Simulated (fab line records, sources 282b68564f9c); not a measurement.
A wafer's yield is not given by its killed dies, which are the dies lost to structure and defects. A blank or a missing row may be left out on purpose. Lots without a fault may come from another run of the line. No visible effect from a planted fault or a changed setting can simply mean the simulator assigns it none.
What tool caused it?    flow rit-cmos    Sampling: 14 lots, 42 wafers, 4 of 202 route steps

== WHAT THE GAUGES READ, wafer by wafer ==
RIT_GATE_CD_MEAS_16: the cd target is 150 nm.
lot   measured     on         cd-nm (nm)
L620  day 2 13:26  cd-sem-01  150.7 151.2 151.7
L621  day 2 21:33  cd-sem-02  149.0 148.2 149.8
L623  day 3 10:20  cd-sem-01  152.5 154.3 153.4
L625  day 3 16:28  cd-sem-01  152.0 153.2 149.9
L626  day 3 23:37  cd-sem-01  150.7 150.8 149.8
L627  day 4 08:08  cd-sem-02  147.3 147.9 148.9
L629  day 4 11:04  cd-sem-01  151.9 151.5 149.8
L631  day 4 23:35  cd-sem-02  149.4 148.2 150.0
L632  day 5 06:40  cd-sem-02  151.5 150.1 152.3
L634  day 5 16:35  cd-sem-02  152.3 152.4 151.1
L637  day 6 05:20  cd-sem-01  148.2 147.8 148.2
L638  day 6 06:59  cd-sem-01  153.4 152.3 152.2
L641  day 6 23:32  cd-sem-02  154.4 151.5 151.9
L642  day 7 03:47  cd-sem-01  148.7 148.7 149.5

RIT_CONTACT_OVL_MEAS_09.
lot   measured     on          CONTACT_OVL (nm)
L620  day 3 04:20  overlay-01  1.1 0.1 1.2
L621  day 3 12:50  overlay-02  -1.5 -1.3 -2.1
L623  day 4 01:51  overlay-01  0.1 -1.7 -0.2
L625  day 4 08:59  overlay-01  3.2 3.5 1.9
L626  day 4 18:23  overlay-02  -0.6 0.2 -0.2
L627  day 4 23:26  overlay-01  0.3 -0.8 -1.7
L629  day 5 03:26  overlay-01  0.2 -1.2 0.3
L631  day 5 15:59  overlay-02  -2.9 -0.9 -2.1
L632  day 5 21:43  overlay-02  -0.3 1.7 -0.9
L634  day 6 07:53  overlay-01  -0.6 -0.8 -1.3
L637  day 6 21:18  overlay-01  0.6 0.2 -0.8
L638  day 6 23:10  overlay-02  -3.2 -1.3 -2.8
L641  day 7 14:39  overlay-01  -0.1 -0.8 -0.5
L642  day 7 20:10  overlay-01  -1.8 -2.0 -2.7

== TOOL THAT RAN EACH LOT (tool first, then ch and the chambers of the sampled wafers, then the start) ==
lot   RIT_SDANNEAL_CLEAN_00           RIT_SILICIDE_RTA_04
L620  wet-bench-04 ch 3, day 3 01:42  rtp-anneal-02 ch 0, day 3 02:58
L621  wet-bench-03 ch 0, day 3 10:04  rtp-anneal-01 ch 0, day 3 11:20
L623  wet-bench-03 ch 3, day 3 23:06  rtp-anneal-01 ch 0, day 4 00:22
L625  wet-bench-02 ch 1, day 4 06:21  rtp-anneal-01 ch 0, day 4 07:37
L626  wet-bench-02 ch 2, day 4 15:38  rtp-anneal-02 ch 0, day 4 16:57
L627  wet-bench-03 ch 3, day 4 20:25  rtp-anneal-01 ch 0, day 4 21:40
L629  wet-bench-04 ch 0, day 5 00:35  rtp-anneal-01 ch 0, day 5 01:53
L631  wet-bench-02 ch 3, day 5 13:14  rtp-anneal-01 ch 0, day 5 14:29
L632  wet-bench-04 ch 3, day 5 19:05  rtp-anneal-02 ch 0, day 5 20:21
L634  wet-bench-02 ch 0, day 6 05:16  rtp-anneal-02 ch 0, day 6 06:32
L637  wet-bench-03 ch 3, day 6 18:33  rtp-anneal-01 ch 0, day 6 19:47
L638  wet-bench-04 ch 2, day 6 20:30  rtp-anneal-02 ch 0, day 6 21:47
L641  wet-bench-04 ch 3, day 7 11:54  rtp-anneal-01 ch 0, day 7 13:13
L642  wet-bench-04 ch 3, day 7 17:23  rtp-anneal-02 ch 0, day 7 18:39
- RIT_SDANNEAL_CLEAN_00: cleans in SC1, time 600 s.
- RIT_SILICIDE_RTA_04: time 10 s, ramp up 5 s, ramp down 5 s.

== WHAT THE TOOLS THEMSELVES READ (means of the sampled wafers that have a number; where no wafer has one, the mark that the record gives instead) ==
RIT_SDANNEAL_CLEAN_00.
lot   tool          temp-c (C)
L620  wet-bench-04  74.99
L621  wet-bench-03  75.18
L623  wet-bench-03  75.01
L625  wet-bench-02  74.96
L626  wet-bench-02  75.08
L627  wet-bench-03  74.95
L629  wet-bench-04  75.01
L631  wet-bench-02  74.11
L632  wet-bench-04  74.91
L634  wet-bench-02  74.32
L637  wet-bench-03  75.02
L638  wet-bench-04  75.00
L641  wet-bench-04  75.03
L642  wet-bench-04  75.01

RIT_SILICIDE_RTA_04.
lot   tool           wafer_temp_C_max
L620  rtp-anneal-02  651.9
L621  rtp-anneal-01  652.3
L623  rtp-anneal-01  652.1
L625  rtp-anneal-01  652.1
L626  rtp-anneal-02  651.9
L627  rtp-anneal-01  652.3
L629  rtp-anneal-01  652.4
L631  rtp-anneal-01  652.3
L632  rtp-anneal-02  651.8
L634  rtp-anneal-02  651.4
L637  rtp-anneal-01  652.5
L638  rtp-anneal-02  652.1
L641  rtp-anneal-01  652.3
L642  rtp-anneal-02  652.3

== THE ANSWER, worked out from the rows above alone ==
Rule: the usual values come from the lots themselves. The widest of any qualifying gaps counts: lots, ordered by their means at a reading, are off when they make up no more than a third of the lots, leave a main group of 4 or more, and stand apart from it by 3 or more times the standard deviation of that group's means. Not used: any main group whose means are identical at the precision the tables above print for the reading. Also off: a lot with no number at a reading for which 4 or more lots have one. Any other lot the step has rows for is counted as sound. First the gauges in route order, then the tools' own readings, where a lot's mean is used as printed above. At the first step where some lot is off, the reading lying furthest off is the one used; lots without a number count as furthest.
Off: L631, L634 (RIT_SDANNEAL_CLEAN_00, temp-c). Mean 75.01 C and standard deviation 0.065 in the main group.
If a tool, at that step or one of the process steps before it, ran each lot that is off and ran no sound lot following the first of them, it fits. One fits: wet-bench-02 at RIT_SDANNEAL_CLEAN_00. Its last sound lot is L626 (day 4 15:38), its first lot that is off L631 (day 5 13:14): a fault that began between those two fits.
On the lots that are off, the tool's own readings at RIT_SDANNEAL_CLEAN_00 differ by more than 5 times the standard deviation of the sound lots' means, which bears it out; temp-c reads 74.22 C there versus 75.01 C on the sound lots.

== WHAT HAD BEEN PUT IN BY THE SIMULATOR ==
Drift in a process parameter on wet-bench-02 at RIT_SDANNEAL_CLEAN_00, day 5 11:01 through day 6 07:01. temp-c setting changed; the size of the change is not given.
Shown lots that were struck: L631, L634. The same result came from the rule above.
